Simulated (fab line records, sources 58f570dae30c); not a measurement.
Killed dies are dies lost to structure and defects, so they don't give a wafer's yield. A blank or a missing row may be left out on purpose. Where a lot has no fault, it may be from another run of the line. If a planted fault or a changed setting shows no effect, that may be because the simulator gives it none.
fab line records    flow berkeleyCmos170
record: lots: 24  wafers: 72  lastDay: 12
route steps=331 shown NWELL@16 GATE@128 SPACER@171 SDANNEAL@205 CONTACT@231
lots with no fault: from the same line, run without faults
startH: the number of hours between the record's first day and the start of the first shown wafer of the lot    waitH: how many hours have passed since the lot's step before this one    " same as the row above    L1.1+2: several wafers, shown together as one row    - no value, or no start was given    * or withheld: withheld    < > ~ a bound
route shown NAME@n: NAME is a module with steps in the file, n the number in the route of the first one    usual: average and standard deviation across the fault-free wafers    same: alike in all rows    chamber/n: place in a boat    sites: readings site by site    _std_site: the values' standard deviation    _edge_site: the outer-site mean with the inner-site mean subtracted    radiusMm: for every site, how far away it sits from the centre of the wafer    mask NAME#n: copy n    behind: the last tool/chamber to shape the wafer    hold: what put the lot on hold/how long, in hours/how the hold closed    device: the transistor (n, p or np) that didn't switch    end of line: the tests these same wafers got at the end of their route    a step with no rows: only its recipe    killed: count of dies lost to structure and defects at first sort (not the wafer's yield)    map: a wafer's dies, x killed, . not, _ none there
set.NAME: the run value of the setting; set.NAME@STEP: its run value at that earlier step    model.NAME: the simulator's own value behind a step, which no gauge read
a sample of lots followed through the steps of the route, with each step as a table and each wafer as a row
services: a tool's chamber out of use, with start hour (startH, from the record's first day; less than 0 if before it), hours out, and reason
== steps ==
step: UCB170_NWELL_THK_MEAS_02
recipe: reads: SiO2_of_NWELL_OXIDATION_01
usual: NWELL_OXIDE_THK: 26.4/0.43
lot.wafer  tool          chamber  startH  waitH  NWELL_OXIDE_THK[nm]
L074.2     filmMetro-02  -        22.63   0.0    26.1
L074.5     "             -        "       "      25.8
L074.6     "             -        "       "      25.8
L075.2     filmMetro-02  -        30.85   0.0    27.1
L075.4     "             -        "       "      26.9
L075.6     "             -        "       "      27.2
L076.3     filmMetro-04  -        34.71   0.0    26.1
L076.5     "             -        "       "      25.9
L076.6     "             -        "       "      26.4
L077.1     filmMetro-02  -        36.82   0.0    26.4
L077.5     "             -        "       "      26.0
L077.6     "             -        "       "      26.5
L078.1     filmMetro-04  -        42.12   0.0    26.0
L078.5     "             -        "       "      26.4
L078.6     "             -        "       "      26.7
L079.1     filmMetro-04  -        50.30   0.0    26.8
L079.2     "             -        "       "      26.9
L079.5     "             -        "       "      27.1
L080.1     filmMetro-03  -        57.17   0.0    26.4
L080.4     "             -        "       "      26.5
L080.5     "             -        "       "      26.6
L081.3     filmMetro-03  -        60.95   0.0    25.9
L081.5     "             -        "       "      25.9
L081.6     "             -        "       "      25.9
L082.1     filmMetro-03  -        65.27   0.0    26.3
L082.4     "             -        "       "      26.5
L082.5     "             -        "       "      26.6
L083.3     filmMetro-02  -        69.81   0.0    26.7
L083.4     "             -        "       "      26.5
L083.5     "             -        "       "      26.9
L085.2     filmMetro-03  -        75.30   0.1    26.3
L085.3     "             -        "       "      26.0
L085.4     "             -        "       "      26.2
L084.3     filmMetro-03  -        75.37   0.1    26.7
L084.4     "             -        "       "      26.4
L084.6     "             -        "       "      26.6
L086.1     filmMetro-03  -        85.22   0.0    26.1
L086.3     "             -        "       "      26.6
L086.5     "             -        "       "      26.5
L087.1     filmMetro-03  -        90.92   0.0    26.6
L087.3     "             -        "       "      26.7
L087.4     "             -        "       "      26.7
L088.1     filmMetro-02  -        90.92   0.0    26.3
L088.4     "             -        "       "      26.5
L088.6     "             -        "       "      25.7
L089.1     filmMetro-03  -        99.85   0.0    25.7
L089.5     "             -        "       "      26.5
L089.6     "             -        "       "      26.1
L090.3     filmMetro-03  -        103.24  0.0    25.9
L090.5     "             -        "       "      25.4
L090.6     "             -        "       "      25.4
L091.2     filmMetro-03  -        108.83  0.0    26.5
L091.5     "             -        "       "      26.6
L091.6     "             -        "       "      26.1
L092.1     filmMetro-04  -        112.56  0.0    26.3
L092.4     "             -        "       "      26.9
L092.5     "             -        "       "      26.5
L093.1     filmMetro-04  -        118.54  0.0    26.2
L093.2     "             -        "       "      26.8
L093.3     "             -        "       "      26.9
L095.1     filmMetro-02  -        126.74  0.0    26.9
L095.4     "             -        "       "      26.3
L095.5     "             -        "       "      26.8
L094.3     filmMetro-04  -        126.76  0.0    26.3
L094.5     "             -        "       "      26.1
L094.6     "             -        "       "      26.8
L096.3     filmMetro-02  -        131.36  0.0    25.6
L096.4     "             -        "       "      25.4
L096.5     "             -        "       "      25.7
L097.2     filmMetro-02  -        136.10  0.0    25.8
L097.4     "             -        "       "      25.7
L097.6     "             -        "       "      26.1
step: UCB170_GATE_THK_MEAS_02
recipe: reads: SiO2_of_GATE_OXIDATION_01
usual: GATE_OXIDE_THK: 6.57/0.13
lot.wafer  tool          chamber  startH  waitH  GATE_OXIDE_THK[nm]
L074.2     filmMetro-04  -        116.41  0.0    6.65
L074.5     "             -        "       "      6.66
L074.6     "             -        "       "      6.63
L075.2     filmMetro-04  -        116.47  0.1    6.76
L075.4     "             -        "       "      6.74
L075.6     "             -        "       "      6.66
L077.1     filmMetro-03  -        116.52  0.1    6.66
L077.5     "             -        "       "      6.56
L077.6     "             -        "       "      6.72
L076.3     filmMetro-04  -        116.54  0.1    6.83
L076.5     "             -        "       "      6.67
L076.6     "             -        "       "      6.75
L078.1     filmMetro-04  -        132.85  0.0    6.54
L078.5     "             -        "       "      6.63
L078.6     "             -        "       "      6.60
L079.1     filmMetro-04  -        138.59  0.0    6.59
L079.2     "             -        "       "      6.58
L079.5     "             -        "       "      6.57
L080.1     filmMetro-03  -        138.59  0.0    6.49
L080.4     "             -        "       "      6.31
L080.5     "             -        "       "      6.37
L082.1     filmMetro-03  -        152.78  0.0    6.75
L082.4     "             -        "       "      6.87
L082.5     "             -        "       "      6.71
L081.3     filmMetro-04  -        152.80  0.0    6.56
L081.5     "             -        "       "      6.54
L081.6     "             -        "       "      6.56
L083.3     filmMetro-03  -        164.12  0.0    6.32
L083.4     "             -        "       "      6.33
L083.5     "             -        "       "      6.46
L085.2     filmMetro-04  -        172.45  0.0    6.70
L085.3     "             -        "       "      6.60
L085.4     "             -        "       "      6.62
L084.3     filmMetro-01  -        172.46  0.0    6.39
L084.4     "             -        "       "      6.45
L084.6     "             -        "       "      6.23
L086.1     filmMetro-03  -        186.07  0.0    6.71
L086.3     "             -        "       "      6.66
L086.5     "             -        "       "      6.66
L087.1     filmMetro-01  -        186.08  0.0    6.77
L087.3     "             -        "       "      6.72
L087.4     "             -        "       "      6.70
L088.1     filmMetro-03  -        186.13  0.1    6.61
L088.4     "             -        "       "      6.68
L088.6     "             -        "       "      6.65
L089.1     filmMetro-01  -        200.16  0.0    6.55
L089.5     "             -        "       "      6.43
L089.6     "             -        "       "      6.45
L091.2     filmMetro-03  -        200.17  0.0    6.73
L091.5     "             -        "       "      6.67
L091.6     "             -        "       "      6.72
L090.3     filmMetro-04  -        200.18  0.0    6.60
L090.5     "             -        "       "      6.51
L090.6     "             -        "       "      6.68
L092.1     filmMetro-04  -        206.41  0.0    6.57
L092.4     "             -        "       "      6.34
L092.5     "             -        "       "      6.46
L093.1     filmMetro-04  -        217.76  0.0    6.60
L093.2     "             -        "       "      6.60
L093.3     "             -        "       "      6.54
L095.1     filmMetro-01  -        224.76  0.0    6.42
L095.4     "             -        "       "      6.44
L095.5     "             -        "       "      6.43
L094.3     filmMetro-04  -        224.78  0.0    6.60
L094.5     "             -        "       "      6.57
L094.6     "             -        "       "      6.50
L096.3     filmMetro-04  -        224.84  0.1    6.56
L096.4     "             -        "       "      6.51
L096.5     "             -        "       "      6.52
L097.2     filmMetro-01  -        236.89  0.0    6.63
L097.4     "             -        "       "      6.72
L097.6     "             -        "       "      6.73
step: UCB170_SPACER_CVD_00
recipe: material: SiO2  targetThkNm: 376  tempC: 390  precursor: TEOS/O2  timeS: 47  rfW: 550  pressureMtorr: 9000
usual: heaterPowerW: 265/48
lot.wafer  tool      chamber  startH  waitH  heaterPowerW
L075.2     pecvd-03  1        133.51  0.0    311
L075.4     "         1        "       "      322
L075.6     "         2        "       "      298
L076.3     pecvd-04  0        133.51  0.0    280
L076.5     "         0        "       "      291
L076.6     "         1        "       "      356
L077.1     pecvd-01  2        133.51  0.0    263
L077.5     "         2        "       "      268
L077.6     "         0        "       "      198
L074.2     pecvd-03  2        133.56  0.0    245
L074.5     "         1        "       "      232
L074.6     "         0        "       "      285
L078.1     pecvd-03  0        145.13  0.0    239
L078.5     "         0        "       "      269
L078.6     "         1        "       "      291
L079.1     pecvd-01  0        152.30  0.0    176
L079.2     "         1        "       "      240
L079.5     "         2        "       "      286
L080.1     pecvd-03  2        152.65  0.0    310
L080.4     "         0        "       "      320
L080.5     "         1        "       "      297
L082.1     pecvd-01  1        167.45  0.0    170
L082.4     "         1        "       "      191
L082.5     "         0        "       "      223
L081.3     pecvd-04  0        168.13  0.0    314
L081.5     "         0        "       "      319
L081.6     "         2        "       "      266
L083.3     pecvd-03  2        178.06  0.0    250
L083.4     "         2        "       "      271
L083.5     "         0        "       "      270
L084.3     pecvd-01  1        186.11  0.0    207
L084.4     "         0        "       "      146
L084.6     "         1        "       "      218
L085.2     pecvd-03  1        186.25  0.0    319
L085.3     "         0        "       "      327
L085.4     "         2        "       "      281
L086.1     pecvd-03  2        198.78  0.0    269
L086.3     "         0        "       "      310
L086.5     "         1        "       "      299
L088.1     pecvd-04  2        199.06  0.0    269
L088.4     "         1        "       "      314
L088.6     "         0        "       "      289
L087.1     pecvd-01  1        199.47  0.0    230
L087.3     "         0        "       "      180
L087.4     "         0        "       "      191
L090.3     pecvd-03  1        212.20  0.0    332
L090.5     "         1        "       "      237
L090.6     "         2        "       "      269
L091.2     pecvd-04  0        212.42  0.0    270
L091.5     "         0        "       "      294
L091.6     "         1        "       "      358
L089.1     pecvd-01  1        212.51  0.0    240
L089.5     "         0        "       "      187
L089.6     "         1        "       "      240
L092.1     pecvd-04  2        219.84  0.0    220
L092.4     "         2        "       "      229
L092.5     "         1        "       "      344
L093.1     pecvd-01  1        234.78  0.0    220
L093.2     "         0        "       "      171
L093.3     "         2        "       "      231
L094.3     pecvd-03  1        238.82  0.0    272
L094.5     "         1        "       "      289
L094.6     "         0        "       "      229
L095.1     pecvd-03  1        238.99  0.0    247
L095.4     "         0        "       "      320
L095.5     "         2        "       "      293
L096.3     pecvd-01  0        239.17  0.0    155
L096.4     "         1        "       "      168
L096.5     "         2        "       "      272
L097.2     pecvd-01  1        250.32  0.0    222
L097.4     "         0        "       "      225
L097.6     "         2        "       "      240
step: UCB170_SDANNEAL_RTA_01
recipe: tempC: 1050  timeS: 5  ambient: N2
usual: annealTempCMax: 1056.0/2.7  lampPowerPct: 37.1/0.9  wafer_temp_C_max: 1053.8/1.3
lot.wafer  tool          chamber  startH  waitH  annealTempCMax  lampPowerPct  wafer_temp_C_max
L075.2     rtpAnneal-02  0        143.11  0.1    1053.8          36.1          1056.1
L075.4     "             0        "       "      1053.4          36.1          1054.2
L075.6     "             0        "       "      1054.2          36.2          1054.5
L077.1     rtpAnneal-01  0        143.29  0.1    1058.5          37.9          1052.2
L077.5     "             0        "       "      1058.4          37.9          1053.1
L077.6     "             0        "       "      1057.1          37.9          1052.8
L076.3     rtpAnneal-02  0        143.34  0.1    1052.8          36.1          1055.9
L076.5     "             0        "       "      1053.1          36.1          1056.1
L076.6     "             0        "       "      1053.7          36.1          1054.6
L074.2     rtpAnneal-01  0        143.51  0.1    1057.5          37.9          1053.3
L074.5     "             0        "       "      1058.4          37.9          1052.4
L074.6     "             0        "       "      1059.6          37.9          1053.3
L078.1     rtpAnneal-02  0        154.07  0.1    1052.6          36.1          1055.7
L078.5     "             0        "       "      1052.2          36.1          1055.7
L078.6     "             0        "       "      1052.6          36.1          1054.9
L079.1     rtpAnneal-01  0        165.43  0.1    1060.6          37.9          1053.4
L079.2     "             0        "       "      1060.0          37.9          1052.3
L079.5     "             0        "       "      1057.9          37.9          1053.7
L080.1     rtpAnneal-02  0        165.99  0.1    1053.0          36.1          1054.3
L080.4     "             0        "       "      1053.5          36.1          1055.2
L080.5     "             0        "       "      1053.2          36.1          1054.8
L082.1     rtpAnneal-01  0        182.61  0.1    1060.7          37.9          1052.2
L082.4     "             0        "       "      1057.6          37.9          1052.3
L082.5     "             0        "       "      1058.9          37.9          1052.1
L081.3     rtpAnneal-02  0        182.65  0.1    1052.2          36.1          1056.2
L081.5     "             0        "       "      1052.8          36.1          1054.7
L081.6     "             0        "       "      1053.2          36.0          1055.6
L083.3     rtpAnneal-01  0        185.76  0.1    1059.2          37.9          1052.1
L083.4     "             0        "       "      1056.9          37.9          1052.3
L083.5     "             0        "       "      1057.4          38.0          1051.9
L084.3     rtpAnneal-02  0        197.81  0.1    1054.6          36.1          1054.4
L084.4     "             0        "       "      1052.6          36.1          1054.3
L084.6     "             0        "       "      1053.4          36.1          1054.2
L085.2     rtpAnneal-01  0        197.99  0.1    1057.3          37.9          1053.1
L085.3     "             0        "       "      1056.0          37.9          1052.5
L085.4     "             0        "       "      1057.0          37.9          1052.0
L086.1     rtpAnneal-02  0        207.23  0.1    1053.4          36.1          1053.2
L086.3     "             0        "       "      1053.5          36.1          1054.5
L086.5     "             0        "       "      1053.7          36.1          1054.8
L088.1     rtpAnneal-01  0        207.60  0.1    1059.6          37.9          1053.1
L088.4     "             0        "       "      1058.8          37.9          1052.8
L088.6     "             0        "       "      1055.7          37.9          1053.3
L087.1     rtpAnneal-01  0        208.23  0.1    1056.1          38.0          1053.6
L087.3     "             0        "       "      1058.0          37.9          1053.3
L087.4     "             0        "       "      1057.9          37.9          1054.0
L090.3     rtpAnneal-01  0        223.61  0.1    1059.6          37.9          1052.9
L090.5     "             0        "       "      1057.6          38.0          1053.9
L090.6     "             0        "       "      1060.0          37.9          1053.9
L089.1     rtpAnneal-02  0        223.81  0.1    1054.3          36.0          1055.0
L089.5     "             0        "       "      1053.7          36.1          1054.0
L089.6     "             0        "       "      1054.2          36.2          1054.6
L091.2     rtpAnneal-01  0        224.05  0.1    1060.0          37.9          1053.3
L091.5     "             0        "       "      1059.2          37.9          1052.9
L091.6     "             0        "       "      1057.3          37.9          1052.6
L092.1     rtpAnneal-02  0        232.20  0.1    1051.9          36.1          1053.8
L092.4     "             0        "       "      1053.3          36.1          1055.2
L092.5     "             0        "       "      1052.3          36.1          1054.1
L093.1     rtpAnneal-01  0        245.04  0.1    1056.9          37.9          1053.2
L093.2     "             0        "       "      1057.5          37.9          1054.1
L093.3     "             0        "       "      1058.7          37.9          1053.7
L094.3     rtpAnneal-02  0        251.07  0.1    1054.1          36.1          1055.9
L094.5     "             0        "       "      1054.7          36.1          1054.2
L094.6     "             0        "       "      1053.6          36.1          1055.6
L095.1     rtpAnneal-01  0        251.17  0.1    1058.0          37.9          1052.4
L095.4     "             0        "       "      1061.5          37.9          1052.4
L095.5     "             0        "       "      1056.8          37.9          1053.1
L096.3     rtpAnneal-02  0        251.26  0.1    1054.1          36.1          1054.7
L096.4     "             0        "       "      1053.8          36.1          1054.2
L096.5     "             0        "       "      1053.1          36.1          1056.4
L097.2     rtpAnneal-01  0        259.27  0.1    1058.3          37.9          1052.5
L097.4     "             0        "       "      1062.5          37.9          1052.3
L097.6     "             0        "       "      1057.2          38.0          1052.1
step: UCB170_CONTACT_CD_MEAS_15
recipe: targetCdNm: 700
usual: cdNm: 700.3/1.4
lot.wafer  tool      chamber  startH  waitH  cdNm
L075.2     cdSem-01  -        149.15  -      702.0
L075.4     "         -        "       "      701.4
L075.6     "         -        "       "      701.4
L077.1     cdSem-02  -        150.55  -      700.5
L077.5     "         -        "       "      702.1
L077.6     "         -        "       "      702.6
L076.3     cdSem-01  -        150.70  -      698.4
L076.5     "         -        "       "      699.5
L076.6     "         -        "       "      699.0
L074.2     cdSem-02  -        150.85  -      701.2
L074.5     "         -        "       "      700.8
L074.6     "         -        "       "      700.2
L078.1     cdSem-02  -        159.94  -      701.5
L078.5     "         -        "       "      701.8
L078.6     "         -        "       "      701.7
L079.1     cdSem-01  -        170.25  -      702.6
L079.2     "         -        "       "      703.8
L079.5     "         -        "       "      703.0
L080.1     cdSem-01  -        170.87  -      699.1
L080.4     "         -        "       "      699.0
L080.5     "         -        "       "      701.0
L082.1     cdSem-02  -        187.34  -      699.1
L082.4     "         -        "       "      697.9
L082.5     "         -        "       "      697.9
L081.3     cdSem-01  -        187.62  -      700.7
L081.5     "         -        "       "      698.8
L081.6     "         -        "       "      698.7
L083.3     cdSem-02  -        190.40  -      700.3
L083.4     "         -        "       "      700.3
L083.5     "         -        "       "      698.1
L084.3     cdSem-01  -        202.92  -      701.2
L084.4     "         -        "       "      701.3
L084.6     "         -        "       "      702.1
L085.2     cdSem-01  -        204.61  -      701.4
L085.3     "         -        "       "      702.3
L085.4     "         -        "       "      701.4
L086.1     cdSem-02  -        212.48  -      701.6
L086.3     "         -        "       "      700.3
L086.5     "         -        "       "      699.4
L088.1     cdSem-01  -        213.62  -      698.9
L088.4     "         -        "       "      698.9
L088.6     "         -        "       "      699.6
L087.1     cdSem-02  -        213.87  -      700.3
L087.3     "         -        "       "      700.7
L087.4     "         -        "       "      701.0
L090.3     cdSem-02  -        231.68  -      701.1
L090.5     "         -        "       "      699.4
L090.6     "         -        "       "      699.5
L089.1     cdSem-01  -        231.88  -      696.8
L089.5     "         -        "       "      698.7
L089.6     "         -        "       "      699.5
L091.2     cdSem-02  -        232.02  -      699.7
L091.5     "         -        "       "      700.0
L091.6     "         -        "       "      699.4
L092.1     cdSem-01  -        238.39  -      701.0
L092.4     "         -        "       "      701.7
L092.5     "         -        "       "      700.8
L093.1     cdSem-02  -        251.16  -      699.2
L093.2     "         -        "       "      701.1
L093.3     "         -        "       "      700.5
L094.3     cdSem-01  -        256.68  -      700.4
L094.5     "         -        "       "      700.2
L094.6     "         -        "       "      700.7
L095.1     cdSem-02  -        256.92  -      698.6
L095.4     "         -        "       "      699.0
L095.5     "         -        "       "      699.2
L096.3     cdSem-01  -        257.00  -      701.6
L096.4     "         -        "       "      701.4
L096.5     "         -        "       "      701.7
L097.2     cdSem-02  -        264.23  -      701.8
L097.4     "         -        "       "      702.5
L097.6     "         -        "       "      701.5
step: UCB170_CONTACT_OVL_MEAS_16
usual: CONTACT_OVL: -2/4.9
lot.wafer  tool        chamber  startH  waitH  CONTACT_OVL[nm]
L075.2     overlay-02  -        149.26  0.1    -1
L075.4     "           -        "       "      0
L075.6     "           -        "       "      0
L077.1     overlay-01  -        150.67  0.1    2
L077.5     "           -        "       "      9
L077.6     "           -        "       "      5
L076.3     overlay-02  -        150.80  0.1    1
L076.5     "           -        "       "      -4
L076.6     "           -        "       "      3
L074.2     overlay-01  -        150.96  0.1    -8
L074.5     "           -        "       "      -4
L074.6     "           -        "       "      -11
L078.1     overlay-01  -        160.06  0.1    5
L078.5     "           -        "       "      -3
L078.6     "           -        "       "      -4
L079.1     overlay-01  -        170.37  0.1    -4
L079.2     "           -        "       "      -6
L079.5     "           -        "       "      -1
L080.1     overlay-01  -        170.99  0.1    -5
L080.4     "           -        "       "      -12
L080.5     "           -        "       "      -7
L082.1     overlay-02  -        187.46  0.1    -6
L082.4     "           -        "       "      1
L082.5     "           -        "       "      -5
L081.3     overlay-01  -        187.71  0.1    2
L081.5     "           -        "       "      4
L081.6     "           -        "       "      1
L083.3     overlay-02  -        190.49  0.1    -8
L083.4     "           -        "       "      -6
L083.5     "           -        "       "      -9
L084.3     overlay-02  -        203.01  0.1    5
L084.4     "           -        "       "      2
L084.6     "           -        "       "      8
L085.2     overlay-02  -        204.71  0.1    2
L085.3     "           -        "       "      5
L085.4     "           -        "       "      -5
L086.1     overlay-02  -        212.60  0.1    -4
L086.3     "           -        "       "      -2
L086.5     "           -        "       "      -9
L088.1     overlay-02  -        213.74  0.1    -4
L088.4     "           -        "       "      -1
L088.6     "           -        "       "      -4
L087.1     overlay-01  -        213.99  0.1    -10
L087.3     "           -        "       "      -2
L087.4     "           -        "       "      -10
L090.3     overlay-02  -        231.77  0.1    -2
L090.5     "           -        "       "      -4
L090.6     "           -        "       "      0
L089.1     overlay-01  -        232.00  0.1    3
L089.5     "           -        "       "      -3
L089.6     "           -        "       "      -2
L091.2     overlay-02  -        232.12  0.1    -7
L091.5     "           -        "       "      3
L091.6     "           -        "       "      -8
L092.1     overlay-01  -        238.51  0.1    -5
L092.4     "           -        "       "      -4
L092.5     "           -        "       "      1
L093.1     overlay-01  -        251.28  0.1    3
L093.2     "           -        "       "      3
L093.3     "           -        "       "      2
L094.3     overlay-02  -        256.77  0.1    -3
L094.5     "           -        "       "      1
L094.6     "           -        "       "      3
L095.1     overlay-01  -        257.04  0.1    -1
L095.4     "           -        "       "      -2
L095.5     "           -        "       "      6
L096.3     overlay-02  -        257.09  0.1    2
L096.4     "           -        "       "      -7
L096.5     "           -        "       "      7
L097.2     overlay-01  -        264.33  0.1    -7
L097.4     "           -        "       "      -10
L097.6     "           -        "       "      -6
== services ==
tool          chamber  startH  hours  kind
pecvd-04      -        135.50  14.0   pm
pecvd-04      0        135.50  14.0   ventCycle
pecvd-04      1        135.50  14.0   ventCycle
pecvd-04      2        135.50  14.0   ventCycle
pecvd-04      0        149.50  -      clean
pecvd-04      1        149.50  -      clean
pecvd-04      2        149.50  -      clean
pecvd-03      -        187.43  2.8    pm
pecvd-03      -        221.14  1.3    repair
pecvd-03      0        222.51  15.7   repair
pecvd-01      -        226.46  5.5    pm
pecvd-04      -        233.66  2.1    repair
rtpAnneal-01  -        238.84  5.1    pm
pecvd-03      -        242.50  14.0   pm
pecvd-03      0        242.50  14.0   ventCycle
pecvd-03      1        242.50  14.0   ventCycle
pecvd-03      2        242.50  14.0   ventCycle
pecvd-03      0        256.50  -      clean
pecvd-03      1        256.50  -      clean
pecvd-03      2        256.50  -      clean
== key ==
fault none
